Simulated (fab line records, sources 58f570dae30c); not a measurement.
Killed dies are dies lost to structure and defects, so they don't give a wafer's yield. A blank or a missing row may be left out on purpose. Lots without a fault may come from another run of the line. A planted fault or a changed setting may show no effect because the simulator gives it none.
Which tool did it? | flow berkeley_cmos170 | 7 lots, 21 wafers sampled, at 1 step of a route of 331

WHAT THE GAUGES READ, wafer by wafer
UCB170_M1_CD_MEAS_09: target cd 700 nm.
lot  | measured     | on        | cd_nm (nm)
L332 | day 7 20:31  | cd_sem-01 | 700.0 698.2 700.1
L335 | day 8 11:27  | cd_sem-01 | 699.1 699.7 700.0
L337 | day 9 01:09  | cd_sem-01 | 699.3 698.4 698.1
L340 | day 9 03:26  | cd_sem-02 | 699.0 699.5 698.9
L347 | day 10 19:50 | cd_sem-01 | 696.8 698.8 697.4
L353 | day 11 14:25 | cd_sem-01 | 701.4 700.2 700.9
L351 | day 11 14:40 | cd_sem-02 | 700.0 699.5 699.1

WHICH TOOL RAN EACH LOT (tool, then ch and the chambers of the sampled wafers, then the start)
The record holds no process step before these readings.

THE ANSWER, worked out from the rows above alone
Rule: what is usual is taken from the lots themselves. Put in order of their means at a reading, lots are off if they are a third of the lots or fewer, leave a main group of 4 or more, and stand apart from it by a gap of 3 or more times the standard deviation of the main group's means; of several such gaps the widest counts. A main group whose means are all the same, to the digits that the tables above print for the reading, isn't used. A lot without any number at a reading at which 4 lots or more have one is off too. The other lots that the step has rows for count as sound.
No lot is off at any reading shown: from this, nothing can be told.

WHAT THE SIMULATOR HAD PUT IN
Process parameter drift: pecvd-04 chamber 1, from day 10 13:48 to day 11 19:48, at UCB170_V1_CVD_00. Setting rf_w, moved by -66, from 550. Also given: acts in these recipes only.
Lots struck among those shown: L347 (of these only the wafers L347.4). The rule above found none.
